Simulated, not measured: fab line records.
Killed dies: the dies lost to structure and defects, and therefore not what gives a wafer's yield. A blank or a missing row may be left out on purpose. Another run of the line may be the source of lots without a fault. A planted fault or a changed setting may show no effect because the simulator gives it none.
Which of the tools did it? ; flow rit-cmos ; route of 202 steps, sampled at 1 step: 14 lots, 42 wafers

== WHAT THE GAUGES SHOWED, per wafer ==
No reading from a measuring or inspecting step in the record can be judged against a usual standard deviation.

== WHICH TOOL RAN EACH LOT (tool, then ch and the chambers of the sampled wafers, then the start) ==
lot;RIT_PWELL_EXPOSE_03
L691;iline-stepper-01 ch 0, day 1 23:47
L692;iline-stepper-01 ch 0, day 2 02:37
L693;iline-stepper-02 ch 0, day 2 07:58
L694;iline-stepper-01 ch 0, day 2 13:36
L695;iline-stepper-02 ch 0, day 2 18:11
L697;iline-stepper-01 ch 0, day 3 04:46
L698;iline-stepper-01 ch 0, day 3 08:32
L700;iline-stepper-02 ch 0, day 3 19:17
L701;iline-stepper-02 ch 0, day 4 00:14
L702;iline-stepper-02 ch 0, day 4 04:19
L703;iline-stepper-02, day 4 10:37
L704;iline-stepper-01, day 4 15:17
L713;iline-stepper-02 ch 0, day 6 11:42
L714;iline-stepper-01 ch 0, day 6 16:37
- RIT_PWELL_EXPOSE_03: exposes mask M3, target cd 43700 nm.

== WHAT THE TOOLS THEMSELVES READ (means of the sampled wafers that have a number; where no wafer has one, the mark that the record gives instead) ==
RIT_PWELL_EXPOSE_03. Usual: exposure-dose-mJ-cm2 250.04, standard deviation 0.25; focus-offset-nm -0.1 nm, standard deviation 0.59.
lot;tool;exposure-dose-mJ-cm2;focus-offset-nm (nm);flag
L691;iline-stepper-01;249.88;-1.1;
L692;iline-stepper-01;250.41;-0.1;
L693;iline-stepper-02;250.20;0.7;
L694;iline-stepper-01;249.67;0.3;
L695;iline-stepper-02;250.01;-0.2;
L697;iline-stepper-01;250.02;0.2;
L698;iline-stepper-01;250.15;-0.3;
L700;iline-stepper-02;250.10;0.5;
L701;iline-stepper-02;250.27;0.1;
L702;iline-stepper-02;249.95;0.4;
L703;iline-stepper-02;-;-;OFF
L704;iline-stepper-01;-;-;OFF
L713;iline-stepper-02;249.99;-1.2;
L714;iline-stepper-01;249.98;0.2;

== THE ANSWER, worked out from the rows above alone ==
Rule: a lot counts as off when the mean over its wafers that have a number is more than 3 standard deviations away from the usual mean. Also off: a lot with no number at a reading for which 4 or more lots have one. All remaining lots with rows at the step are treated as sound. First the gauges in route order, then the tools' own readings, where a lot's mean is used as printed above. The first step at which some lot is off is used, and at that step the reading that is off furthest; a lot without a number counts as furthest.
Off at RIT_PWELL_EXPOSE_03 (exposure-dose-mJ-cm2): L703, L704. Without a number there: L703, L704.
A tool fits if, at that step or a process step before it, it ran every lot that is off, and no sound lot after the first of them. No candidate that was tried fits.

== WHAT THE SIMULATOR HAD INSERTED ==
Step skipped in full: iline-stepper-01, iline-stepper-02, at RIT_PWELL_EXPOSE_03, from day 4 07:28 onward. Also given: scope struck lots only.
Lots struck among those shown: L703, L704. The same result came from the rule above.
